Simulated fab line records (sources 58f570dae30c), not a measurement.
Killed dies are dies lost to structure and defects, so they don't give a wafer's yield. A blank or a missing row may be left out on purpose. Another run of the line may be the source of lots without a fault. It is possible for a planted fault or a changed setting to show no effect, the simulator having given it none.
fab line records + flow berkeley_cmos170
[record]
- lots = 5
- wafers = 15
- last_day = 10
route steps=331 shown V2@296 M3@309
lots with no fault: from the same line, run without faults
start_h: hours from the record's opening day to when the first of the lot's shown wafers began + wait_h: time in hours since the lot's previous step + " unchanged from the row above + L1.1+2: a single row standing in for several wafers + - no value present, or no start provided + * or withheld: withheld + < > ~ a bound
route shown NAME@n: a module of which the file shows steps, and the number in the route of the first + usual: mean/standard deviation of fault-free wafers + same: alike in all rows + chamber/n: place in a boat + sites: each site's reading + _std_site: standard deviation across them + _edge_site: inner sites' mean taken away from outer sites' mean + radius_mm: for every site, how far away it sits from the centre of the wafer + mask NAME#n: copy n + behind: tool/chamber where the wafer was last shaped + hold: the reason the lot was held/the length of the hold in hours/how it ended + device: the n, p or np transistor that did not switch + end of line: tests run on the same wafers once the route is complete + where a step has no rows: the recipe by itself + killed: the dies lost at the first sort to structure and to defects; this is not the yield of the wafer + map: the dies of a wafer, with x for killed, . for not killed, _ for no die there
set.NAME: the setting that was run; set.NAME@STEP: the one run at that earlier step + model.NAME: the simulator's own value behind a step, which no gauge read
lots at some steps of the route; a table a step, a row a wafer
services: a tool's chamber out of use, with start hour (start_h, from the record's first day; less than 0 if before it), hours out, and reason
[[steps]]
[step UCB170_V2_THK_MEAS_04]
[recipe]
- reads = SiO2_of_V2_CVD_00
[usual]
- V2_POLISHED_THK = 999.9/1.2
| lot.wafer | tool          | chamber | start_h | wait_h | V2_POLISHED_THK[nm] |
|-----------|---------------|---------|---------|--------|---------------------|
| L079.1    | film_metro-03 | -       | 183.26  | 0.1    | 999.5               |
| L079.4    | "             | -       | "       | "      | 1001.1              |
| L079.6    | "             | -       | "       | "      | 1001.3              |
| L080.2    | film_metro-04 | -       | 191.17  | 0.1    | 1000.0              |
| L080.3    | "             | -       | "       | "      | 999.2               |
| L080.4    | "             | -       | "       | "      | 1000.2              |
| L082.1    | film_metro-02 | -       | 205.49  | 0.1    | 999.3               |
| L082.3    | "             | -       | "       | "      | 998.7               |
| L082.6    | "             | -       | "       | "      | 1000.3              |
| L089.3    | film_metro-02 | -       | 230.14  | 0.1    | 1001.3              |
| L089.4    | "             | -       | "       | "      | 1001.3              |
| L089.5    | "             | -       | "       | "      | 1000.0              |
| L092.1    | film_metro-04 | -       | 239.87  | 0.1    | 999.6               |
| L092.3    | "             | -       | "       | "      | 1000.4              |
| L092.6    | "             | -       | "       | "      | 1000.6              |
[step UCB170_V2_CLEAN_05]
[recipe]
- chemistry = DIW
| lot.wafer  | tool         | chamber | start_h | wait_h |
|------------|--------------|---------|---------|--------|
| L079.1+4+6 | wet_bench-01 | 3       | 183.46  | 0.2    |
| L080.2+3+4 | wet_bench-01 | 1       | 192.91  | 1.7    |
| L082.1+3+6 | wet_bench-04 | 2       | 205.55  | 0.1    |
| L089.3+4+5 | wet_bench-01 | 2       | 230.18  | 0.0    |
| L092.1+3+6 | wet_bench-02 | 3       | 239.93  | 0.1    |
[step UCB170_V2_HMDS_06]
[recipe]
- prime_time_s = 60
- prime_temp_c = 100
| lot.wafer  | tool           | chamber | start_h | wait_h |
|------------|----------------|---------|---------|--------|
| L079.1+4+6 | litho_track-04 | 0       | 183.63  | 0.0    |
| L080.2+3+4 | litho_track-04 | 0       | 193.81  | 0.7    |
| L082.1+3+6 | litho_track-01 | 0       | 206.02  | 0.3    |
| L089.3+4+5 | litho_track-01 | 0       | 230.73  | 0.3    |
| L092.1+3+6 | litho_track-03 | 0       | 240.11  | 0.0    |
[step UCB170_V2_COAT_07]
[recipe]
- resist = KrF
- spin_rpm = 1500
- resist_thk_nm = 900
| lot.wafer  | tool           | chamber | start_h | wait_h |
|------------|----------------|---------|---------|--------|
| L079.1+4+6 | litho_track-04 | 0       | 183.78  | 0.1    |
| L080.2+3+4 | litho_track-04 | 0       | 193.96  | 0.1    |
| L082.1+3+6 | litho_track-01 | 0       | 206.17  | 0.1    |
| L089.3+4+5 | litho_track-01 | 0       | 230.88  | 0.1    |
| L092.1+3+6 | litho_track-03 | 0       | 240.26  | 0.1    |
[step UCB170_V2_SOFTBAKE_08]
[recipe]
- resist = KrF
- temp_c = 130
- time_s = 60
| lot.wafer  | tool           | chamber | start_h | wait_h |
|------------|----------------|---------|---------|--------|
| L079.1+4+6 | litho_track-04 | 0       | 183.93  | 0.1    |
| L080.2+3+4 | litho_track-04 | 0       | 194.11  | 0.1    |
| L082.1+3+6 | litho_track-01 | 0       | 206.32  | 0.1    |
| L089.3+4+5 | litho_track-01 | 0       | 231.03  | 0.1    |
| L092.1+3+6 | litho_track-03 | 0       | 240.41  | 0.1    |
[step UCB170_V2_EXPOSE_09]
[recipe]
- mask_id = VIA2
- target_cd_nm = 700
- na = 0.5
- sigma_outer = 0.6
- source_shape = conventional
- dose_mj = 37
| lot.wafer  | tool           | chamber | start_h | wait_h | mask   |
|------------|----------------|---------|---------|--------|--------|
| L079.1+4+6 | krf_scanner-02 | 0       | 184.08  | 0.1    | VIA2#0 |
| L080.2+3+4 | krf_scanner-02 | 0       | 194.36  | 0.2    | VIA2#0 |
| L082.1+3+6 | krf_scanner-02 | 0       | 206.47  | 0.1    | VIA2#0 |
| L089.3+4+5 | krf_scanner-01 | 0       | 231.30  | 0.2    | VIA2#0 |
| L092.1+3+6 | krf_scanner-02 | 0       | 240.60  | 0.2    | VIA2#0 |
[step UCB170_V2_PEB_10]
[recipe]
- peb_temp_c = 130
- peb_time_s = withheld
- resist = KrF
| lot.wafer  | tool           | chamber | start_h | wait_h |
|------------|----------------|---------|---------|--------|
| L079.1+4+6 | litho_track-03 | 0       | 184.20  | 0.1    |
| L080.2+3+4 | litho_track-03 | 0       | 194.53  | 0.1    |
| L082.1+3+6 | litho_track-04 | 0       | 206.91  | 0.4    |
| L089.3+4+5 | litho_track-03 | 0       | 231.55  | 0.2    |
| L092.1+3+6 | litho_track-03 | 0       | 241.28  | 0.7    |
[step UCB170_V2_DEVELOP_11]
[recipe]
- developer = TMAH
- develop_time_s = 45
- resist = KrF
- dev_temp_c = 21
| lot.wafer  | tool           | chamber | start_h | wait_h |
|------------|----------------|---------|---------|--------|
| L079.1+4+6 | litho_track-03 | 0       | -       | -      |
| L080.2+3+4 | litho_track-03 | 0       | -       | -      |
| L082.1+3+6 | litho_track-04 | 0       | -       | -      |
| L089.3+4+5 | litho_track-03 | 0       | -       | -      |
| L092.1+3+6 | litho_track-03 | 0       | -       | -      |
[step UCB170_V2_CD_MEAS_12]
[recipe]
- target_cd_nm = 700
[usual]
- cd_nm = 700.3/1.5
| lot.wafer | tool      | chamber | start_h | wait_h | cd_nm |
|-----------|-----------|---------|---------|--------|-------|
| L079.1    | cd_sem-01 | -       | 184.47  | -      | 698.2 |
| L079.4    | "         | -       | "       | "      | 698.6 |
| L079.6    | "         | -       | "       | "      | 698.1 |
| L080.2    | cd_sem-01 | -       | 194.80  | -      | 702.8 |
| L080.3    | "         | -       | "       | "      | 702.6 |
| L080.4    | "         | -       | "       | "      | 701.8 |
| L082.1    | cd_sem-01 | -       | 207.19  | -      | 699.2 |
| L082.3    | "         | -       | "       | "      | 699.9 |
| L082.6    | "         | -       | "       | "      | 699.4 |
| L089.3    | cd_sem-01 | -       | 231.82  | -      | 699.0 |
| L089.4    | "         | -       | "       | "      | 699.3 |
| L089.5    | "         | -       | "       | "      | 698.5 |
| L092.1    | cd_sem-01 | -       | 241.56  | -      | 700.4 |
| L092.3    | "         | -       | "       | "      | 700.2 |
| L092.6    | "         | -       | "       | "      | 700.8 |
[step UCB170_V2_OVL_MEAS_13]
[usual]
- V2_OVL = 1/5.4
| lot.wafer | tool       | chamber | start_h | wait_h | V2_OVL[nm] |
|-----------|------------|---------|---------|--------|------------|
| L079.1    | overlay-02 | -       | 184.59  | 0.1    | -1         |
| L079.4    | "          | -       | "       | "      | -2         |
| L079.6    | "          | -       | "       | "      | -5         |
| L080.2    | overlay-01 | -       | 194.90  | 0.1    | -4         |
| L080.3    | "          | -       | "       | "      | -1         |
| L080.4    | "          | -       | "       | "      | -3         |
| L082.1    | overlay-02 | -       | 207.31  | 0.1    | -2         |
| L082.3    | "          | -       | "       | "      | -8         |
| L082.6    | "          | -       | "       | "      | -15        |
| L089.3    | overlay-01 | -       | 231.91  | 0.1    | 7          |
| L089.4    | "          | -       | "       | "      | 6          |
| L089.5    | "          | -       | "       | "      | 0          |
| L092.1    | overlay-02 | -       | 241.68  | 0.1    | -6         |
| L092.3    | "          | -       | "       | "      | -10        |
| L092.6    | "          | -       | "       | "      | -3         |
[step UCB170_V2_ETCH_14]
[recipe]
- chemistry = CHF3/CF4/Ar
- target = SiO2
- stop_on = Al
- CHF3_flow_sccm = 45
- cf4_flow_sccm = 15
- Ar_flow_sccm = 150
- pressure_mtorr = 200
- rf_w = 700
- target_depth_a = 12500
- over_etch_frac = 0.25
- time_s = 291
[usual]
- cf4_flow_sccm = 15.00/0.048
- drypump_motor_current_A = 5.6/0.39
- oes_product_au = 0.872/0.013
- throttle_valve_pct = 6.97/0.097
| lot.wafer | tool        | chamber | start_h | wait_h | cf4_flow_sccm | drypump_motor_current_A | oes_product_au | rf_hours_counter_h | throttle_valve_pct |
|-----------|-------------|---------|---------|--------|---------------|-------------------------|----------------|--------------------|--------------------|
| L079.1    | rie_diel-02 | 3       | 184.63  | 0.0    | 14.96         | 5.1                     | 0.859          | 139                | 6.85               |
| L079.4    | "           | 0       | "       | "      | 15.07         | 6.0                     | 0.872          | 4                  | 6.92               |
| L079.6    | "           | 2       | "       | "      | 14.96         | 5.1                     | 0.871          | -                  | 6.93               |
| L080.2    | rie_diel-02 | 0       | 194.93  | 0.0    | 14.98         | 6.0                     | 0.868          | 5                  | 6.91               |
| L080.3    | "           | 2       | "       | "      | 14.98         | 5.2                     | 0.880          | 79                 | 6.95               |
| L080.4    | "           | 3       | "       | "      | 15.02         | 5.1                     | 0.854          | 140                | 6.85               |
| L082.1    | rie_diel-04 | 0       | 207.34  | 0.0    | 15.13         | 6.0                     | 0.884          | 10                 | 7.05               |
| L082.3    | "           | 2       | "       | "      | 14.93         | 6.1                     | 0.864          | 17                 | 6.94               |
| L082.6    | "           | 0       | "       | "      | 15.05         | 6.1                     | 0.886          | -                  | 7.05               |
| L089.3    | rie_diel-04 | 1       | 231.93  | 0.0    | 15.01         | 5.7                     | 0.856          | 132                | 7.05               |
| L089.4    | "           | 2       | "       | "      | 14.98         | 6.1                     | 0.869          | 19                 | 6.94               |
| L089.5    | "           | 1       | "       | "      | 14.99         | 5.7                     | 0.846          | -                  | 7.03               |
| L092.1    | rie_diel-04 | 3       | 241.72  | 0.0    | 15.05         | 5.8                     | 0.895          | 2                  | 7.01               |
| L092.3    | "           | 0       | "       | "      | 15.09         | 6.0                     | 0.885          | 13                 | 7.07               |
| L092.6    | "           | 0       | "       | "      | 15.03         | 6.0                     | 0.883          | -                  | 7.05               |
[step UCB170_V2_STRIP_15]
[recipe]
- chemistry = O2
- power_w = 400
- pressure_mtorr = 3500
- platen_temp_c = withheld
- o2_flow_sccm = 400
- overash_fraction = 0.5
[usual]
- drypump_motor_current_A = 5.8/0.31
- oes_product_au = 0.722/0.0044
- strip_time_to_endpoint_s = 15.34/0.11
| lot.wafer | tool            | chamber | start_h | wait_h | drypump_motor_current_A | oes_product_au | rf_hours_counter_h | strip_time_to_endpoint_s |
|-----------|-----------------|---------|---------|--------|-------------------------|----------------|--------------------|--------------------------|
| L079.1    | plasma_asher-02 | 1       | 184.81  | 0.1    | 5.6                     | 0.716          | 40                 | 15.31                    |
| L079.4    | "               | 0       | "       | "      | 6.2                     | 0.726          | -                  | 15.45                    |
| L079.6    | "               | 0       | "       | "      | 6.2                     | 0.723          | -                  | 15.35                    |
| L080.2    | plasma_asher-01 | 1       | 195.11  | 0.1    | 5.2                     | 0.728          | 52                 | 15.44                    |
| L080.3    | "               | 0       | "       | "      | 5.7                     | 0.724          | -                  | 15.32                    |
| L080.4    | "               | 1       | "       | "      | 5.2                     | 0.729          | -                  | 15.26                    |
| L082.1    | plasma_asher-04 | 0       | 207.52  | 0.1    | 5.7                     | 0.721          | 9                  | 15.47                    |
| L082.3    | "               | 1       | "       | "      | 6.1                     | 0.720          | -                  | 15.48                    |
| L082.6    | "               | 1       | "       | "      | 6.1                     | 0.724          | -                  | 15.51                    |
| L089.3    | plasma_asher-02 | 1       | 232.15  | 0.1    | 5.6                     | 0.719          | -                  | 15.23                    |
| L089.4    | "               | 0       | "       | "      | 6.2                     | 0.718          | -                  | 15.36                    |
| L089.5    | "               | 0       | "       | "      | 6.2                     | 0.713          | -                  | 15.33                    |
| L092.1    | plasma_asher-02 | 1       | 241.89  | 0.1    | 5.6                     | 0.732          | 47                 | 15.37                    |
| L092.3    | "               | 0       | "       | "      | 6.2                     | 0.714          | -                  | 15.38                    |
| L092.6    | "               | 1       | "       | "      | 5.6                     | 0.724          | -                  | 15.40                    |
[step UCB170_V2_CD_MEAS_90]
[recipe]
- target_cd_nm = 700
[usual]
- cd_nm = 700.4/1.7
| lot.wafer | tool      | chamber | start_h | wait_h | cd_nm |
|-----------|-----------|---------|---------|--------|-------|
| L079.1    | cd_sem-01 | -       | 184.91  | 0.1    | 697.6 |
| L079.4    | "         | -       | "       | "      | 697.8 |
| L079.6    | "         | -       | "       | "      | 697.9 |
| L080.2    | cd_sem-01 | -       | 195.23  | 0.1    | 701.5 |
| L080.3    | "         | -       | "       | "      | 703.4 |
| L080.4    | "         | -       | "       | "      | 701.4 |
| L082.1    | cd_sem-02 | -       | 207.62  | 0.1    | 699.3 |
| L082.3    | "         | -       | "       | "      | 700.3 |
| L082.6    | "         | -       | "       | "      | 699.7 |
| L089.3    | cd_sem-02 | -       | 232.25  | 0.1    | 699.6 |
| L089.4    | "         | -       | "       | "      | 700.4 |
| L089.5    | "         | -       | "       | "      | 699.9 |
| L092.1    | cd_sem-01 | -       | 241.99  | 0.1    | 700.6 |
| L092.3    | "         | -       | "       | "      | 700.9 |
| L092.6    | "         | -       | "       | "      | 701.0 |
[step UCB170_M3_PRE_CLEAN_00]
[recipe]
- gas = Ar
- preclean_etch_time_s = 60
| lot.wafer  | tool           | chamber | start_h | wait_h |
|------------|----------------|---------|---------|--------|
| L079.1+4+6 | pvd_sputter-04 | -       | 185.03  | 0.1    |
| L080.2+3+4 | pvd_sputter-01 | -       | 195.33  | 0.1    |
| L082.1+3+6 | pvd_sputter-03 | -       | 207.74  | 0.1    |
| L089.3+4+5 | pvd_sputter-04 | -       | 232.33  | 0.1    |
| L092.1+3+6 | pvd_sputter-01 | -       | 242.11  | 0.1    |
[step UCB170_M3_SPUTTER_01]
[recipe]
- material = Al
- target_thk_nm = 900
- time_s = 120
- power_w = 6000
- chamber_pressure_pa = 0.5
[usual]
- chamber_pressure_pa = 0.4999/0.00092
- throttle_valve_pct = 30.2/1.1
| lot.wafer | tool           | chamber | start_h | wait_h | chamber_pressure_pa | throttle_valve_pct |
|-----------|----------------|---------|---------|--------|---------------------|--------------------|
| L079.1    | pvd_sputter-04 | -       | 185.09  | 0.0    | 0.5001              | 30.8               |
| L079.4    | "              | -       | "       | "      | 0.4995              | 30.9               |
| L079.6    | "              | -       | "       | "      | 0.5000              | 30.5               |
| L080.2    | pvd_sputter-01 | -       | 195.40  | 0.0    | 0.4995              | 29.3               |
| L080.3    | "              | -       | "       | "      | 0.5006              | 28.6               |
| L080.4    | "              | -       | "       | "      | 0.5010              | 29.8               |
| L082.1    | pvd_sputter-03 | -       | 207.81  | 0.0    | 0.5004              | 31.7               |
| L082.3    | "              | -       | "       | "      | 0.4994              | 31.1               |
| L082.6    | "              | -       | "       | "      | 0.4989              | 31.2               |
| L089.3    | pvd_sputter-04 | -       | 232.40  | 0.0    | 0.5000              | 30.5               |
| L089.4    | "              | -       | "       | "      | 0.4985              | 30.7               |
| L089.5    | "              | -       | "       | "      | 0.5004              | 27.6               |
| L092.1    | pvd_sputter-01 | -       | 242.18  | 0.0    | 0.4995              | 29.9               |
| L092.3    | "              | -       | "       | "      | 0.5018              | 29.6               |
| L092.6    | "              | -       | "       | "      | 0.5010              | 28.7               |
[step UCB170_M3_RS_MEAS_02]
[recipe]
- thk_meas_gauge = four-point-probe
- reads = Al_of_M3_SPUTTER_01
[usual]
- M3_AL_RS = 0.0322/0.00033
| lot.wafer | tool          | chamber | start_h | wait_h | M3_AL_RS[ohm/sq] |
|-----------|---------------|---------|---------|--------|------------------|
| L079.1    | film_metro-03 | -       | 185.18  | 0.0    | 0.0320           |
| L079.4    | "             | -       | "       | "      | 0.0324           |
| L079.6    | "             | -       | "       | "      | 0.0320           |
| L080.2    | film_metro-04 | -       | 195.50  | 0.1    | 0.0321           |
| L080.3    | "             | -       | "       | "      | 0.0319           |
| L080.4    | "             | -       | "       | "      | 0.0318           |
| L082.1    | film_metro-03 | -       | 207.89  | 0.0    | 0.0323           |
| L082.3    | "             | -       | "       | "      | 0.0321           |
| L082.6    | "             | -       | "       | "      | 0.0327           |
| L089.3    | film_metro-03 | -       | 232.52  | 0.1    | 0.0316           |
| L089.4    | "             | -       | "       | "      | 0.0320           |
| L089.5    | "             | -       | "       | "      | 0.0316           |
| L092.1    | film_metro-03 | -       | 242.26  | 0.0    | 0.0323           |
| L092.3    | "             | -       | "       | "      | 0.0324           |
| L092.6    | "             | -       | "       | "      | 0.0323           |
[step UCB170_M3_THK_MEAS_03]
[recipe]
- thk_meas_gauge = xrf
- reads = Al_of_M3_SPUTTER_01
[usual]
- M3_AL_THK = 897/10
| lot.wafer | tool          | chamber | start_h | wait_h | M3_AL_THK[nm] |
|-----------|---------------|---------|---------|--------|---------------|
| L079.1    | film_metro-03 | -       | 185.30  | 0.1    | 901           |
| L079.4    | "             | -       | "       | "      | 886           |
| L079.6    | "             | -       | "       | "      | 902           |
| L080.2    | film_metro-04 | -       | 195.61  | 0.1    | 903           |
| L080.3    | "             | -       | "       | "      | 913           |
| L080.4    | "             | -       | "       | "      | 911           |
| L082.1    | film_metro-03 | -       | 208.01  | 0.1    | 891           |
| L082.3    | "             | -       | "       | "      | 897           |
| L082.6    | "             | -       | "       | "      | 882           |
| L089.3    | film_metro-03 | -       | 232.62  | 0.1    | 917           |
| L089.4    | "             | -       | "       | "      | 901           |
| L089.5    | "             | -       | "       | "      | 910           |
| L092.1    | film_metro-03 | -       | 242.38  | 0.1    | 894           |
| L092.3    | "             | -       | "       | "      | 890           |
| L092.6    | "             | -       | "       | "      | 892           |
[step UCB170_M3_HMDS_04]
[recipe]
- prime_time_s = 60
- prime_temp_c = 100
| lot.wafer  | tool           | chamber | start_h | wait_h |
|------------|----------------|---------|---------|--------|
| L079.1+4+6 | litho_track-03 | 0       | 185.37  | 0.1    |
| L080.2+3+4 | litho_track-04 | 0       | 195.85  | 0.2    |
| L082.1+3+6 | litho_track-03 | 0       | 208.07  | 0.1    |
| L089.3+4+5 | litho_track-03 | 0       | 233.00  | 0.4    |
| L092.1+3+6 | litho_track-03 | 0       | 242.44  | 0.1    |
[step UCB170_M3_COAT_05]
[recipe]
- resist = KrF
- spin_rpm = 1500
- resist_thk_nm = 900
| lot.wafer  | tool           | chamber | start_h | wait_h |
|------------|----------------|---------|---------|--------|
| L079.1+4+6 | litho_track-03 | 0       | 185.52  | 0.1    |
| L080.2+3+4 | litho_track-04 | 0       | 196.00  | 0.1    |
| L082.1+3+6 | litho_track-03 | 0       | 208.22  | 0.1    |
| L089.3+4+5 | litho_track-03 | 0       | 233.15  | 0.1    |
| L092.1+3+6 | litho_track-03 | 0       | 242.59  | 0.1    |
[step UCB170_M3_SOFTBAKE_06]
[recipe]
- resist = KrF
- temp_c = 130
- time_s = 60
| lot.wafer  | tool           | chamber | start_h | wait_h |
|------------|----------------|---------|---------|--------|
| L079.1+4+6 | litho_track-03 | 0       | 185.67  | 0.1    |
| L080.2+3+4 | litho_track-04 | 0       | 196.15  | 0.1    |
| L082.1+3+6 | litho_track-03 | 0       | 208.37  | 0.1    |
| L089.3+4+5 | litho_track-03 | 0       | 233.30  | 0.1    |
| L092.1+3+6 | litho_track-03 | 0       | 242.74  | 0.1    |
[step UCB170_M3_STRIP_07]
[recipe]
- chemistry = O2
- power_w = 400
- pressure_mtorr = 3500
- platen_temp_c = withheld
- o2_flow_sccm = 400
- overash_fraction = 0.5
[usual]
- drypump_motor_current_A = 5.7/0.34
- oes_product_au = 0.735/0.0047
- strip_time_to_endpoint_s = 21.96/0.063
| lot.wafer | tool            | chamber | start_h | wait_h | drypump_motor_current_A | oes_product_au | rf_hours_counter_h | strip_time_to_endpoint_s |
|-----------|-----------------|---------|---------|--------|-------------------------|----------------|--------------------|--------------------------|
| L079.1    | plasma_asher-04 | 1       | 185.82  | 0.1    | 6.1                     | 0.734          | 7                  | 21.90                    |
| L079.4    | "               | 0       | "       | "      | 5.7                     | 0.735          | -                  | 21.90                    |
| L079.6    | "               | 1       | "       | "      | 6.1                     | 0.733          | -                  | 21.92                    |
| L080.2    | plasma_asher-04 | 0       | 196.27  | 0.1    | 5.8                     | 0.736          | 8                  | 21.92                    |
| L080.3    | "               | 1       | "       | "      | 6.1                     | 0.730          | -                  | 21.95                    |
| L080.4    | "               | 0       | "       | "      | 5.8                     | 0.737          | -                  | 21.98                    |
| L082.1    | plasma_asher-02 | 1       | 208.52  | 0.1    | 5.6                     | 0.739          | 42                 | 21.83                    |
| L082.3    | "               | 1       | "       | "      | 5.6                     | 0.743          | -                  | 21.86                    |
| L082.6    | "               | 1       | "       | "      | 5.6                     | 0.729          | -                  | 21.78                    |
| L089.3    | plasma_asher-04 | 1       | 233.43  | 0.1    | 6.1                     | 0.729          | -                  | 21.90                    |
| L089.4    | "               | 0       | "       | "      | 5.7                     | 0.736          | -                  | 21.88                    |
| L089.5    | "               | 0       | "       | "      | 5.7                     | 0.730          | -                  | 21.89                    |
| L092.1    | plasma_asher-02 | 0       | 242.89  | 0.1    | 6.2                     | 0.736          | 47                 | 21.93                    |
| L092.3    | "               | 0       | "       | "      | 6.2                     | 0.740          | -                  | 21.90                    |
| L092.6    | "               | 1       | "       | "      | 5.6                     | 0.732          | -                  | 21.91                    |
[step UCB170_M3_STRIP_08]
[recipe]
- chemistry = DMSO
- temp_c = 80
- time_s = 600
- material = KrF
| lot.wafer  | tool         | chamber | start_h | wait_h |
|------------|--------------|---------|---------|--------|
| L079.1+4+6 | wet_bench-04 | 2       | 186.00  | 0.1    |
| L080.2+3+4 | wet_bench-02 | 1       | 197.16  | 0.9    |
| L082.1+3+6 | wet_bench-02 | 3       | 208.62  | 0.1    |
| L089.3+4+5 | wet_bench-04 | 0       | 233.50  | 0.0    |
| L092.1+3+6 | wet_bench-02 | 0       | 243.06  | 0.1    |
[step UCB170_M3_COAT_09]
[recipe]
- resist = BARC
- temp_c = withheld
- time_s = withheld
- spin_rpm = 3000
- resist_thk_nm = withheld
| lot.wafer  | tool           | chamber | start_h | wait_h |
|------------|----------------|---------|---------|--------|
| L079.1+4+6 | litho_track-04 | 0       | 186.35  | 0.0    |
| L080.2+3+4 | litho_track-02 | 0       | 197.40  | 0.1    |
| L082.1+3+6 | litho_track-02 | 0       | 208.81  | 0.0    |
| L089.3+4+5 | litho_track-02 | 0       | 233.82  | 0.1    |
| L092.1+3+6 | litho_track-02 | 0       | 243.25  | 0.0    |
[step UCB170_M3_COAT_10]
[recipe]
- resist = KrF
- spin_rpm = 1500
- resist_thk_nm = 900
| lot.wafer  | tool           | chamber | start_h | wait_h |
|------------|----------------|---------|---------|--------|
| L079.1+4+6 | litho_track-04 | 0       | -       | -      |
| L080.2+3+4 | litho_track-02 | 0       | -       | -      |
| L082.1+3+6 | litho_track-02 | 0       | -       | -      |
| L089.3+4+5 | litho_track-02 | 0       | -       | -      |
| L092.1+3+6 | litho_track-02 | 0       | -       | -      |
[step UCB170_M3_SOFTBAKE_11]
[recipe]
- resist = KrF
- temp_c = 130
- time_s = 60
| lot.wafer  | tool           | chamber | start_h | wait_h |
|------------|----------------|---------|---------|--------|
| L079.1+4+6 | litho_track-04 | 0       | -       | -      |
| L080.2+3+4 | litho_track-02 | 0       | -       | -      |
| L082.1+3+6 | litho_track-02 | 0       | -       | -      |
| L089.3+4+5 | litho_track-02 | 0       | -       | -      |
| L092.1+3+6 | litho_track-02 | 0       | -       | -      |
[step UCB170_M3_EXPOSE_12]
[recipe]
- mask_id = METAL3
- target_cd_nm = 700
- na = 0.5
- sigma_outer = 0.6
- source_shape = conventional
- dose_mj = 26
| lot.wafer  | tool           | chamber | start_h | wait_h | mask     |
|------------|----------------|---------|---------|--------|----------|
| L079.1+4+6 | krf_scanner-02 | 0       | 186.91  | -      | METAL3#0 |
| L080.2+3+4 | krf_scanner-02 | 0       | 197.92  | -      | METAL3#0 |
| L082.1+3+6 | krf_scanner-02 | 0       | 209.26  | -      | METAL3#0 |
| L089.3+4+5 | krf_scanner-02 | 0       | 234.26  | -      | METAL3#0 |
| L092.1+3+6 | krf_scanner-02 | 0       | 243.75  | -      | METAL3#0 |
[[services]]
| tool            | chamber | start_h | hours | kind                   |
|-----------------|---------|---------|-------|------------------------|
| rie_diel-04     | 1       | 174.40  | 9.4   | repair                 |
| rie_diel-04     | 3       | 192.97  | -     | clean                  |
| rie_diel-04     | 3       | 192.97  | 19.9  | scheduled_down         |
| rie_diel-04     | 3       | 192.97  | 19.9  | vent_cycle             |
| pvd_sputter-01  | -       | 203.92  | 1.9   | repair                 |
| pvd_sputter-03  | 3       | 204.91  | -     | consumable_replace:kit |
| pvd_sputter-03  | 3       | 204.91  | 18.0  | scheduled_down         |
| pvd_sputter-03  | 3       | 204.91  | 18.0  | vent_cycle             |
| krf_scanner-01  | -       | 209.86  | 1.0   | pm                     |
| krf_scanner-02  | -       | 210.96  | 4.4   | pm                     |
| plasma_asher-04 | -       | 222.89  | 1.3   | repair                 |
| wet_bench-02    | -       | 224.87  | 1.0   | repair                 |
| krf_scanner-02  | 0       | 228.78  | -     | calibration            |
| rie_diel-02     | 3       | 237.48  | -     | clean                  |
| rie_diel-02     | 3       | 237.48  | 24.9  | scheduled_down         |
| rie_diel-02     | 3       | 237.48  | 24.9  | vent_cycle             |
| krf_scanner-02  | -       | 237.97  | 0.8   | pm                     |
| krf_scanner-01  | -       | 239.04  | 8.7   | repair                 |
| rie_diel-04     | 2       | 239.53  | 2.3   | repair                 |
[[key]]
fault none
